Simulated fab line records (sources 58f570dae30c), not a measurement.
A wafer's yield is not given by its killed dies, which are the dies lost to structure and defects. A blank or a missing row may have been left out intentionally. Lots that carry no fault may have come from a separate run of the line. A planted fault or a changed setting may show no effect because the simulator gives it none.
fab line records | flow berkeley-cmos170
record lots=13 | wafers=39 | last-day=11
route steps=331 shown GATE@140 M1@238 V1@267 V2@305
lots that met no fault: taken from a fault-free run of the same line
start-h: hours from the record's opening day to when the first of the lot's shown wafers began | wait-h: hours since the lot's step before | " the same as in the row above | L1.1+2: a row that stands for several wafers | - no value present, or no start provided | * or withheld: withheld | < > ~ a bound
route shown NAME@n: names a module that has steps shown in the file, with the first one's number in the route | usual: mean/standard deviation taken from wafers without a fault | same: alike in all rows | chamber/n: place in a boat | sites: each site's reading | _std_site: standard deviation across them | _edge_site: the outer-site mean with the inner-site mean subtracted | radius-mm: how far each site lies from the wafer's centre | mask NAME#n: copy n | behind: tool/chamber where the wafer was last shaped | hold: what put the lot on hold/how long, in hours/how the hold closed | device: the n, p or np transistor that did not switch | end of line: tests of these same wafers at the route's end | step lacking rows: just its recipe | killed: dies lost to structure and defects at the first sort, not the wafer's yield | map: shows each die of a wafer: x if killed, . if not, _ if none is there
set.NAME: the setting as run; set.NAME@STEP: as run at that earlier step | model.NAME: the simulator's own value behind a step, which no gauge read
steps of the route over a sample of lots; a table a step, a row a wafer
services: a tool's chamber out of use, with start hour (start-h, from the record's first day; less than 0 if before it), hours out, and reason
## steps
# step UCB170_GATE_ETCH_14
# recipe chemistry=N2/H2 | target-depth-a=withheld | overetch-a=withheld | target=BARC | time-s=withheld | source-w=500 | bias-w=100 | pressure-mtorr=30 | n2-flow-sccm=100 | h2-flow-sccm=200
# usual drypump-motor-current-A=5.6/0.36 | oes-product-au=1.005/0.023 | throttle-valve-pct=13.22/0.23
lot.wafer | tool        | chamber | start-h | wait-h | drypump-motor-current-A | oes-product-au | throttle-valve-pct
L887.3    | rie-diel-02 | 2       | 131.22  | 0.0    | 5.8                     | 1.058          | 12.91
L887.5    | "           | 1       | "       | "      | 5.5                     | 0.999          | 13.17
L887.6    | "           | 2       | "       | "      | 5.8                     | 1.057          | 12.92
L889.2    | rie-diel-02 | 0       | 149.34  | 0.0    | 5.3                     | 0.988          | 13.21
L889.4    | "           | 3       | "       | "      | 5.5                     | 1.012          | 13.37
L889.5    | "           | 0       | "       | "      | 5.2                     | 0.993          | 13.19
L891.1    | rie-diel-03 | 1       | 159.93  | 0.0    | 5.4                     | 0.979          | 13.50
L891.3    | "           | 3       | "       | "      | 5.7                     | 1.030          | 13.47
L891.6    | "           | 3       | "       | "      | 5.7                     | 1.021          | 13.48
L893.1    | rie-diel-02 | 0       | 167.83  | 0.0    | 5.2                     | 0.995          | 13.19
L893.4    | "           | 2       | "       | "      | 5.8                     | 1.042          | 12.91
L893.5    | "           | 3       | "       | "      | 5.5                     | 1.009          | 13.35
L892.1    | rie-diel-04 | 0       | 172.60  | 0.0    | 5.1                     | 0.998          | 12.99
L892.3    | "           | 2       | "       | "      | 5.2                     | 0.978          | 13.09
L892.5    | "           | 3       | "       | "      | 6.4                     | 1.020          | 13.00
L894.3    | rie-diel-03 | 3       | 172.86  | 0.0    | 5.7                     | 1.023          | 13.46
L894.4    | "           | 1       | "       | "      | 5.4                     | 0.985          | 13.49
L894.5    | "           | 2       | "       | "      | 6.1                     | 0.999          | 13.61
L896.2    | rie-diel-03 | 0       | 181.32  | 0.0    | 5.9                     | 0.985          | 12.92
L896.4    | "           | 3       | "       | "      | 5.7                     | 1.021          | 13.48
L896.5    | "           | 1       | "       | "      | 5.4                     | 0.981          | 13.49
L895.3    | rie-diel-02 | 3       | 181.56  | 0.0    | 5.5                     | 1.029          | 13.36
L895.4    | "           | 0       | "       | "      | 5.3                     | 1.003          | 13.18
L895.6    | "           | 3       | "       | "      | 5.5                     | 1.020          | 13.36
L898.1    | rie-diel-02 | 0       | 187.20  | 0.0    | 5.3                     | 0.997          | 13.19
L898.4    | "           | 1       | "       | "      | 5.5                     | 0.995          | 13.16
L898.5    | "           | 0       | "       | "      | 5.2                     | 0.998          | 13.21
L897.2    | rie-diel-03 | 0       | 187.44  | 0.0    | 5.9                     | 0.972          | 12.93
L897.4    | "           | 3       | "       | "      | 5.8                     | 1.016          | 13.48
L897.5    | "           | 0       | "       | "      | 5.9                     | 0.974          | 12.90
L900.1    | rie-diel-02 | 1       | 203.86  | 0.0    | 5.6                     | 0.999          | 13.17
L900.2    | "           | 0       | "       | "      | 5.2                     | 0.998          | 13.19
L900.5    | "           | 1       | "       | "      | 5.6                     | 0.994          | 13.15
L904.2    | rie-diel-04 | 0       | 211.15  | 0.0    | 5.1                     | 1.005          | 12.99
L904.5    | "           | 1       | "       | "      | 5.3                     | 0.970          | 13.41
L904.6    | "           | 2       | "       | "      | 5.2                     | 0.981          | 13.09
L906.2    | rie-diel-04 | 0       | 228.30  | 0.0    | 5.2                     | 1.002          | 12.99
L906.5    | "           | 0       | "       | "      | 5.2                     | 1.004          | 13.01
L906.6    | "           | 3       | "       | "      | 6.4                     | 1.027          | 13.00
# step UCB170_M1_SPUTTER_00
# recipe material=Al | target-thk-nm=600 | time-s=80 | power-w=6000 | chamber-pressure-pa=0.5
# usual throttle-valve-pct=30.0/0.38
lot.wafer | tool           | chamber | start-h | wait-h | throttle-valve-pct
L887.3    | pvd-sputter-03 | -       | 154.90  | 0.0    | 29.9
L887.5    | "              | -       | "       | "      | 29.6
L887.6    | "              | -       | "       | "      | 30.1
L889.2    | pvd-sputter-01 | -       | 173.26  | 0.0    | 29.8
L889.4    | "              | -       | "       | "      | 30.5
L889.5    | "              | -       | "       | "      | 29.9
L891.1    | pvd-sputter-03 | -       | 182.35  | 0.0    | 30.2
L891.3    | "              | -       | "       | "      | 29.8
L891.6    | "              | -       | "       | "      | 30.1
L893.1    | pvd-sputter-03 | -       | 190.55  | 0.0    | 30.3
L893.4    | "              | -       | "       | "      | 29.9
L893.5    | "              | -       | "       | "      | 29.8
L892.1    | pvd-sputter-03 | -       | 199.05  | 0.0    | 30.1
L892.3    | "              | -       | "       | "      | 29.9
L892.5    | "              | -       | "       | "      | 30.6
L894.3    | pvd-sputter-01 | -       | 199.77  | 0.0    | 29.8
L894.4    | "              | -       | "       | "      | 30.3
L894.5    | "              | -       | "       | "      | 30.4
L895.3    | pvd-sputter-04 | -       | 204.66  | 0.0    | 30.2
L895.4    | "              | -       | "       | "      | 30.4
L895.6    | "              | -       | "       | "      | 29.4
L896.2    | pvd-sputter-03 | -       | 204.66  | 0.0    | 29.7
L896.4    | "              | -       | "       | "      | 30.1
L896.5    | "              | -       | "       | "      | 29.7
L897.2    | pvd-sputter-01 | -       | 210.56  | 0.0    | 30.1
L897.4    | "              | -       | "       | "      | 30.1
L897.5    | "              | -       | "       | "      | 30.5
L898.1    | pvd-sputter-04 | -       | 210.77  | 0.0    | 30.4
L898.4    | "              | -       | "       | "      | 29.8
L898.5    | "              | -       | "       | "      | 29.2
L900.1    | pvd-sputter-03 | -       | 231.77  | 0.0    | 30.4
L900.2    | "              | -       | "       | "      | 30.7
L900.5    | "              | -       | "       | "      | 29.5
L904.2    | pvd-sputter-04 | -       | 233.12  | 0.0    | 29.9
L904.5    | "              | -       | "       | "      | 29.5
L904.6    | "              | -       | "       | "      | 30.0
L906.2    | pvd-sputter-03 | -       | 248.59  | 0.0    | 30.3
L906.5    | "              | -       | "       | "      | 30.3
L906.6    | "              | -       | "       | "      | 30.8
# step UCB170_M1_RS_MEAS_01
# recipe thk-meas-gauge=four-point-probe | reads=Al_of_M1_SPUTTER_00
# usual M1_AL_RS=0.0486/0.00042
lot.wafer | tool          | chamber | start-h | wait-h | M1_AL_RS[ohm/sq]
L887.3    | film-metro-02 | -       | 155.00  | 0.1    | 0.0487
L887.5    | "             | -       | "       | "      | 0.0490
L887.6    | "             | -       | "       | "      | 0.0485
L889.2    | film-metro-02 | -       | 173.34  | 0.1    | 0.0480
L889.4    | "             | -       | "       | "      | 0.0488
L889.5    | "             | -       | "       | "      | 0.0481
L891.1    | film-metro-03 | -       | 182.41  | 0.0    | 0.0481
L891.3    | "             | -       | "       | "      | 0.0488
L891.6    | "             | -       | "       | "      | 0.0484
L893.1    | film-metro-02 | -       | 190.61  | 0.0    | 0.0489
L893.4    | "             | -       | "       | "      | 0.0488
L893.5    | "             | -       | "       | "      | 0.0488
L892.1    | film-metro-01 | -       | 199.11  | 0.0    | 0.0486
L892.3    | "             | -       | "       | "      | 0.0486
L892.5    | "             | -       | "       | "      | 0.0486
L894.3    | film-metro-02 | -       | 199.87  | 0.1    | 0.0488
L894.4    | "             | -       | "       | "      | 0.0489
L894.5    | "             | -       | "       | "      | 0.0485
L896.2    | film-metro-03 | -       | 204.74  | 0.1    | 0.0486
L896.4    | "             | -       | "       | "      | 0.0488
L896.5    | "             | -       | "       | "      | 0.0488
L895.3    | film-metro-02 | -       | 204.76  | 0.1    | 0.0480
L895.4    | "             | -       | "       | "      | 0.0482
L895.6    | "             | -       | "       | "      | 0.0483
L897.2    | film-metro-01 | -       | 210.64  | 0.1    | 0.0478
L897.4    | "             | -       | "       | "      | 0.0486
L897.5    | "             | -       | "       | "      | 0.0485
L898.1    | film-metro-02 | -       | 210.83  | 0.0    | 0.0479
L898.4    | "             | -       | "       | "      | 0.0486
L898.5    | "             | -       | "       | "      | 0.0486
L900.1    | film-metro-01 | -       | 231.83  | 0.0    | 0.0491
L900.2    | "             | -       | "       | "      | 0.0485
L900.5    | "             | -       | "       | "      | 0.0489
L904.2    | film-metro-02 | -       | 233.20  | 0.1    | 0.0299
L904.5    | "             | -       | "       | "      | 0.0486
L904.6    | "             | -       | "       | "      | 0.0298
L906.2    | film-metro-02 | -       | 248.68  | 0.1    | 0.0474
L906.5    | "             | -       | "       | "      | 0.0484
L906.6    | "             | -       | "       | "      | 0.0473
# step UCB170_M1_THK_MEAS_02
# recipe thk-meas-gauge=xrf | reads=Al_of_M1_SPUTTER_00
# usual M1_AL_THK=603/6.1
lot.wafer | tool          | chamber | start-h | wait-h | M1_AL_THK[nm]
L887.3    | film-metro-02 | -       | 155.10  | 0.1    | 609
L887.5    | "             | -       | "       | "      | 605
L887.6    | "             | -       | "       | "      | 609
L889.2    | film-metro-02 | -       | 173.45  | 0.1    | 612
L889.4    | "             | -       | "       | "      | 597
L889.5    | "             | -       | "       | "      | 611
L891.1    | film-metro-03 | -       | 182.53  | 0.1    | 605
L891.3    | "             | -       | "       | "      | 594
L891.6    | "             | -       | "       | "      | 601
L893.1    | film-metro-02 | -       | 190.73  | 0.1    | 600
L893.4    | "             | -       | "       | "      | 601
L893.5    | "             | -       | "       | "      | 602
L892.1    | film-metro-01 | -       | 199.23  | 0.1    | 600
L892.3    | "             | -       | "       | "      | 601
L892.5    | "             | -       | "       | "      | 603
L894.3    | film-metro-02 | -       | 199.97  | 0.1    | 603
L894.4    | "             | -       | "       | "      | 601
L894.5    | "             | -       | "       | "      | 608
L896.2    | film-metro-03 | -       | 204.85  | 0.1    | 604
L896.4    | "             | -       | "       | "      | 600
L896.5    | "             | -       | "       | "      | 603
L895.3    | film-metro-02 | -       | 204.86  | 0.1    | 613
L895.4    | "             | -       | "       | "      | 612
L895.6    | "             | -       | "       | "      | 610
L897.2    | film-metro-01 | -       | 210.75  | 0.1    | 609
L897.4    | "             | -       | "       | "      | 597
L897.5    | "             | -       | "       | "      | 599
L898.1    | film-metro-02 | -       | 210.95  | 0.1    | 614
L898.4    | "             | -       | "       | "      | 607
L898.5    | "             | -       | "       | "      | 608
L900.1    | film-metro-01 | -       | 231.95  | 0.1    | 598
L900.2    | "             | -       | "       | "      | 601
L900.5    | "             | -       | "       | "      | 602
L904.2    | film-metro-02 | -       | 233.31  | 0.1    | 969
L904.5    | "             | -       | "       | "      | 604
L904.6    | "             | -       | "       | "      | 981
L906.2    | film-metro-02 | -       | 248.79  | 0.1    | 622
L906.5    | "             | -       | "       | "      | 609
L906.6    | "             | -       | "       | "      | 622
# step UCB170_M1_METAL_ETCH_12
# recipe chemistry=Cl2/BCl3 | target=Al | stop-on=PSG | pressure-mtorr=12 | target-depth-a=7800 | over-etch-frac=0.3 | time-s=130 | icp-w=600 | bias-w=120 | Cl2_flow_sccm=90 | bcl3-flow-sccm=45
# usual drypump-motor-current-A=5.7/0.38 | oes-product-au=0.862/0.016 | throttle-valve-pct=24.40/0.2
# same time-s=130
lot.wafer | tool         | chamber | start-h | wait-h | drypump-motor-current-A | oes-product-au | rf-hours-counter-h | throttle-valve-pct
L887.3    | rie-metal-03 | 1       | 156.95  | -      | 5.7                     | 0.838          | -                  | 24.34
L887.5    | "            | 0       | "       | "      | 6.4                     | 0.850          | -                  | 24.57
L887.6    | "            | 1       | "       | "      | 5.7                     | 0.836          | -                  | 24.35
L889.2    | rie-metal-04 | 1       | 174.79  | -      | 5.6                     | 0.868          | -                  | 24.56
L889.4    | "            | 1       | "       | "      | 5.6                     | 0.868          | -                  | 24.53
L889.5    | "            | 1       | "       | "      | 5.6                     | 0.883          | -                  | 24.55
L891.1    | rie-metal-04 | 1       | 184.05  | -      | 5.6                     | 0.878          | 9                  | 24.54
L891.3    | "            | 1       | "       | "      | 5.6                     | 0.870          | -                  | 24.54
L891.6    | "            | 1       | "       | "      | 5.6                     | 0.886          | -                  | 24.55
L893.1    | rie-metal-01 | 1       | 193.30  | -      | 5.5                     | 0.876          | 8                  | 24.31
L893.4    | "            | 1       | "       | "      | 5.5                     | 0.875          | -                  | 24.30
L893.5    | "            | 0       | "       | "      | 5.2                     | 0.872          | -                  | 24.01
L892.1    | rie-metal-01 | 1       | 200.46  | -      | 5.5                     | 0.882          | 8                  | 24.30
L892.3    | "            | 1       | "       | "      | 5.5                     | 0.883          | -                  | 24.29
L892.5    | "            | 1       | "       | "      | 5.5                     | 0.881          | -                  | 24.32
L894.3    | rie-metal-03 | 0       | 201.23  | -      | 6.3                     | 0.851          | -                  | 24.57
L894.4    | "            | 1       | "       | "      | 5.7                     | 0.836          | -                  | 24.34
L894.5    | "            | 1       | "       | "      | 5.7                     | 0.842          | -                  | 24.36
L895.3    | rie-metal-01 | 0       | 206.14  | -      | 5.2                     | 0.886          | -                  | 24.00
L895.4    | "            | 1       | "       | "      | 5.5                     | 0.883          | -                  | 24.28
L895.6    | "            | 1       | "       | "      | 5.5                     | 0.888          | -                  | 24.30
L896.2    | rie-metal-03 | 0       | 206.72  | -      | 6.3                     | 0.853          | 9                  | 24.58
L896.4    | "            | 1       | "       | "      | 5.7                     | 0.843          | -                  | 24.34
L896.5    | "            | 0       | "       | "      | 6.3                     | 0.847          | -                  | 24.59
L897.2    | rie-metal-03 | 0       | 212.00  | -      | 6.4                     | 0.858          | 9                  | 24.57
L897.4    | "            | 0       | "       | "      | 6.3                     | 0.841          | -                  | 24.57
L897.5    | "            | 1       | "       | "      | 5.7                     | 0.837          | -                  | 24.33
L898.1    | rie-metal-04 | 1       | 212.30  | -      | 5.6                     | 0.874          | 10                 | 24.54
L898.4    | "            | 1       | "       | "      | 5.6                     | 0.869          | -                  | 24.56
L898.5    | "            | 0       | "       | "      | 5.3                     | 0.862          | -                  | 24.59
L900.1    | rie-metal-01 | 0       | 233.19  | -      | 5.2                     | 0.873          | 4                  | 24.00
L900.2    | "            | 1       | "       | "      | 5.5                     | 0.883          | 9                  | 24.30
L900.5    | "            | 0       | "       | "      | 5.2                     | 0.863          | -                  | 24.01
L904.2    | rie-metal-03 | 0       | 234.52  | -      | 6.3                     | 0.988          | 9                  | 24.52
L904.5    | "            | 0       | "       | "      | 6.3                     | 0.851          | -                  | 24.59
L904.6    | "            | 1       | "       | "      | 5.7                     | 1.009          | -                  | 24.27
L906.2    | rie-metal-03 | 1       | 251.08  | -      | 5.7                     | 0.857          | 13                 | 24.35
L906.5    | "            | 1       | "       | "      | 5.7                     | 0.846          | -                  | 24.33
L906.6    | "            | 0       | "       | "      | 6.3                     | 0.863          | -                  | 24.56
# step UCB170_V1_OVL_MEAS_13
# usual V1_OVL=1/5.6
lot.wafer | tool       | chamber | start-h | wait-h | V1_OVL[nm]
L887.3    | overlay-02 | -       | 163.16  | 0.1    | 9
L887.5    | "          | -       | "       | "      | 4
L887.6    | "          | -       | "       | "      | -3
L889.2    | overlay-01 | -       | 182.36  | 0.1    | 8
L889.4    | "          | -       | "       | "      | -1
L889.5    | "          | -       | "       | "      | 8
L891.1    | overlay-02 | -       | 193.01  | 0.1    | -7
L891.3    | "          | -       | "       | "      | -10
L891.6    | "          | -       | "       | "      | -6
L893.1    | overlay-01 | -       | 202.22  | 0.1    | -2
L893.4    | "          | -       | "       | "      | -1
L893.5    | "          | -       | "       | "      | -4
L894.3    | overlay-02 | -       | 206.99  | 0.1    | 0
L894.4    | "          | -       | "       | "      | -7
L894.5    | "          | -       | "       | "      | -3
L892.1    | overlay-01 | -       | 207.22  | 0.1    | 1
L892.3    | "          | -       | "       | "      | 6
L892.5    | "          | -       | "       | "      | 14
L896.2    | overlay-01 | -       | 211.67  | 0.1    | -2
L896.4    | "          | -       | "       | "      | -3
L896.5    | "          | -       | "       | "      | -10
L895.3    | overlay-02 | -       | 211.89  | 0.1    | 1
L895.4    | "          | -       | "       | "      | -6
L895.6    | "          | -       | "       | "      | -6
L897.2    | overlay-01 | -       | 217.36  | 0.1    | 2
L897.4    | "          | -       | "       | "      | 1
L897.5    | "          | -       | "       | "      | 3
L898.1    | overlay-01 | -       | 219.91  | 0.1    | 0
L898.4    | "          | -       | "       | "      | 7
L898.5    | "          | -       | "       | "      | -6
L900.1    | overlay-01 | -       | 239.74  | 0.1    | 1
L900.2    | "          | -       | "       | "      | -1
L900.5    | "          | -       | "       | "      | -1
L904.5    | overlay-01 | -       | 239.89  | 0.0    | -3
L906.2    | overlay-01 | -       | 257.09  | 0.1    | 4
L906.5    | "          | -       | "       | "      | 4
L906.6    | "          | -       | "       | "      | 13
# step UCB170_V2_OVL_MEAS_13
# usual V2_OVL=-1/4.8
lot.wafer | tool       | chamber | start-h | wait-h | V2_OVL[nm]
L887.3    | overlay-02 | -       | 170.71  | 0.1    | -4
L887.5    | "          | -       | "       | "      | 4
L887.6    | "          | -       | "       | "      | -7
L889.2    | overlay-02 | -       | 189.90  | 0.1    | 4
L889.4    | "          | -       | "       | "      | 7
L889.5    | "          | -       | "       | "      | -1
L891.1    | overlay-01 | -       | 198.07  | 0.1    | -2
L891.3    | "          | -       | "       | "      | 6
L891.6    | "          | -       | "       | "      | 0
L893.1    | overlay-02 | -       | 208.61  | 0.1    | -8
L893.4    | "          | -       | "       | "      | -11
L893.5    | "          | -       | "       | "      | -1
L894.3    | overlay-02 | -       | 212.01  | 0.1    | 3
L894.4    | "          | -       | "       | "      | 0
L894.5    | "          | -       | "       | "      | -9
L892.1    | overlay-02 | -       | 213.73  | 0.1    | -4
L892.3    | "          | -       | "       | "      | -10
L892.5    | "          | -       | "       | "      | -7
L896.2    | overlay-01 | -       | 221.06  | 0.1    | -1
L896.4    | "          | -       | "       | "      | -2
L896.5    | "          | -       | "       | "      | -3
L895.3    | overlay-01 | -       | 221.28  | 0.1    | -6
L895.4    | "          | -       | "       | "      | -1
L895.6    | "          | -       | "       | "      | 3
L897.2    | overlay-01 | -       | 223.99  | 0.1    | 0
L897.4    | "          | -       | "       | "      | -2
L897.5    | "          | -       | "       | "      | -6
L898.1    | overlay-02 | -       | 225.13  | 0.1    | 4
L898.4    | "          | -       | "       | "      | 4
L898.5    | "          | -       | "       | "      | 8
L900.1    | overlay-02 | -       | 246.61  | 0.1    | -1
L900.2    | "          | -       | "       | "      | 0
L900.5    | "          | -       | "       | "      | 0
L904.5    | overlay-01 | -       | 246.91  | 0.0    | -5
L906.2    | overlay-01 | -       | 262.17  | 0.1    | -5
L906.5    | "          | -       | "       | "      | -6
L906.6    | "          | -       | "       | "      | -2
## services
tool           | chamber | start-h | hours | kind
pvd-sputter-03 | -       | 117.07  | 1.6   | repair
pvd-sputter-01 | -       | 117.43  | 2.4   | repair
rie-diel-02    | 3       | 130.97  | 3.1   | repair
pvd-sputter-03 | -       | 145.05  | 0.9   | repair
rie-diel-03    | 2       | 152.99  | 6.8   | repair
rie-metal-04   | 0       | 169.75  | -     | clean
rie-metal-04   | 0       | 169.75  | 19.6  | scheduled-down
rie-metal-04   | 0       | 169.75  | 19.6  | vent-cycle
rie-diel-03    | 2       | 182.48  | 8.3   | repair
pvd-sputter-01 | -       | 187.68  | 2.6   | repair
rie-diel-04    | -       | 191.08  | 0.2   | repair
rie-diel-02    | 2       | 200.21  | 5.4   | repair
pvd-sputter-04 | -       | 200.83  | 1.8   | repair
pvd-sputter-03 | 3       | 204.91  | -     | consumable-replace:kit
pvd-sputter-03 | 3       | 204.91  | 18.0  | scheduled-down
pvd-sputter-03 | 3       | 204.91  | 18.0  | vent-cycle
rie-diel-04    | 0       | 208.05  | 2.2   | repair
rie-diel-03    | 0       | 212.00  | 7.6   | repair
pvd-sputter-04 | -       | 212.69  | 6.3   | repair
rie-diel-03    | 2       | 214.07  | 4.6   | repair
rie-metal-03   | -       | 223.71  | 0.4   | repair
rie-metal-01   | -       | 233.35  | 2.8   | pm
## key
first-sign step=UCB170_M1_RS_MEAS_01 | reading=M1_AL_RS | direction=down | sigmas=45 | usual=0.0486 | struck=0.0298
effect step=UCB170_M1_THK_MEAS_02 | reading=M1_AL_THK | direction=up | sigmas=61 | usual=603 | struck=975
effect step=UCB170_M1_METAL_ETCH_12 | reading=oes-product-au | direction=up | sigmas=8.7 | usual=0.862 | struck=0.999
met-at UCB170_M1_SPUTTER_00
struck-lots L904
struck-wafers L904.2,L904.6
later-rows-left-out L904.2,L904.6
sort-left-out L904.2,L904.6
not-acting-at UCB170_GATE_ETCH_14,UCB170_V1_OVL_MEAS_13,UCB170_V2_OVL_MEAS_13
onset-between 204.66 233.12
fault kind=process-parameter-drift | tool=pvd-sputter-04 | chamber=- | onset-h=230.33 | steps=UCB170_M1_SPUTTER_00 | channel=target-thk-nm | offset=372.62 | shape=step | end-h=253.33 | acts-in=these-recipes-only | stated=600 | scope=struck-wafers-only
# sort-left-out: the simulated sort isn't trusted on such a fault, so these wafers' sort isn't shown, and their yield isn't known
# later-rows-left-out: the simulator's readings of these wafers behind a module that went badly wrong aren't trusted and aren't shown, but for the sort
